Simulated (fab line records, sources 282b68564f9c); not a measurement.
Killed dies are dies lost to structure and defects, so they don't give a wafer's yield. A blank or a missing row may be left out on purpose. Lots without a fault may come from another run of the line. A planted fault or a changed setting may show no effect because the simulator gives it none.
Split-lot experiment | flow rit_cmos | 5 lots, 23 wafers read, on a route of 202 steps

THE SPLIT
At RIT_SILICIDE_SPUTTER_01 (material Ti, target thk 30 nm, time 240 s), the setting time_s was moved away from the recipe's 240 s on 11 of the 23 wafers read, by -13.0% to +13.1%. The other wafers ran this setting at the recipe's value.

FROM THE SPLIT TO THE READING: what the file shows between them, 1 step
- RIT_SILICIDE_RS_MEAS_02: measures by four-point-probe

THE READING
SILICIDE_TI_THK, in nm, at RIT_SILICIDE_THK_MEAS_03 (measures by xrf). Fault-free wafers of this fab line usually give 29.67 nm, standard deviation 0.27 nm.

wafer  | tool, chamber at the split | time_s as run, s | against the recipe | SILICIDE_TI_THK, nm | against lot-mates on the recipe
L075.1 | pvd_sputter-02, -          | 271.5            | +13.1%             | 33.06               | +3.82
L075.2 | pvd_sputter-02, -          | 271.5            | +13.1%             | 33.41               | +4.16
L075.3 | pvd_sputter-02, -          | 240              | recipe             | 29.15               | -
L075.4 | pvd_sputter-02, -          | 271.5            | +13.1%             | 33.27               | +4.03
L075.5 | pvd_sputter-02, -          | 240              | recipe             | 29.34               | -
L076.1 | pvd_sputter-01, -          | 208.7            | -13.0%             | 26.02               | -3.90
L076.2 | pvd_sputter-01, -          | 240              | recipe             | 29.86               | -
L076.3 | pvd_sputter-01, -          | 208.7            | -13.0%             | 25.76               | -4.16
L076.5 | pvd_sputter-01, -          | 208.7            | -13.0%             | 25.76               | -4.16
L076.6 | pvd_sputter-01, -          | 240              | recipe             | 29.98               | -
L077.1 | pvd_sputter-02, -          | 240              | recipe             | 29.59               | -
L077.2 | pvd_sputter-02, -          | 240              | recipe             | 30.19               | -
L077.5 | pvd_sputter-02, -          | 240              | recipe             | 29.89               | -
L078.1 | pvd_sputter-02, -          | 257.8            | +7.4%              | 32.20               | +2.37
L078.3 | pvd_sputter-02, -          | 240              | recipe             | 29.94               | -
L078.4 | pvd_sputter-02, -          | 257.8            | +7.4%              | 32.29               | +2.46
L078.5 | pvd_sputter-02, -          | 240              | recipe             | 29.50               | -
L078.6 | pvd_sputter-02, -          | 240              | recipe             | 30.04               | -
L082.1 | pvd_sputter-01, -          | 216.1            | -10.0%             | 26.76               | -3.20
L082.2 | pvd_sputter-01, -          | 216.1            | -10.0%             | 27.34               | -2.62
L082.3 | pvd_sputter-01, -          | 240              | recipe             | 30.07               | -
L082.4 | pvd_sputter-01, -          | 216.1            | -10.0%             | 26.82               | -3.14
L082.6 | pvd_sputter-01, -          | 240              | recipe             | 29.86               | -

THE FIT
A straight line over all 23 wafers: SILICIDE_TI_THK changes by +0.286 nm for each +1% of time_s; r = +0.99; the points scatter about the line by 0.31 nm.
The same after taking each lot's own level away (the mean of its wafers on the recipe; 23 wafers): +0.308 nm for each +1%; r = +1.00; scatter 0.19 nm.
On that fit, the largest move of time_s shifts the reading by 4 nm.
The lots' own levels span 29.245 to 29.965 nm, that is 2.7 times the standard deviation above.
So the lot-to-lot level changes the slope little: the two slopes agree.
Check: with one of the wafers moved furthest among these (+13.1%) left out of the fit, the line predicts +4.11 nm for it against its lot-mates. It came out at +3.82 nm against them.

OTHER SPLITS ON THESE WAFERS
These wafers also went through other splits before the reading. Each is held against what the fit with the lots' levels taken away leaves over:
other split on the same wafers | wafers away from the commonest value | r with SILICIDE_TI_THK (lot level and that fit taken away)
RIT_PLDD_COAT_01 spin_rpm      | 5                                    | +0.03
RIT_NSD_IMPLANT_08 energy_kev  | 11                                   | +0.14

THE WHOLE CHAIN: every reading that the file lists as answering this split, in the file's order
step                     | what it does                              | reading                                                                           | change (the file's fit)               | r (the file's)
RIT_SILICIDE_SPUTTER_01  | material Ti, target thk 30 nm, time 240 s | Ti_of_SILICIDE_SPUTTER_01.thk_nm (the simulator's own value, which no gauge read) | +0.309 nm for each +1% of the setting | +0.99
RIT_SILICIDE_RS_MEAS_02  | measures by four-point-probe              | SILICIDE_TI_RS                                                                    | -0.639 for each +1% of the setting    | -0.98
RIT_SILICIDE_THK_MEAS_03 | measures by xrf                           | SILICIDE_TI_THK                                                                   | +0.309 for each +1% of the setting    | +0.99

THE FILE'S OWN FIT
SILICIDE_TI_THK changes by +0.309 nm for each +1% of time_s, r = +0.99.
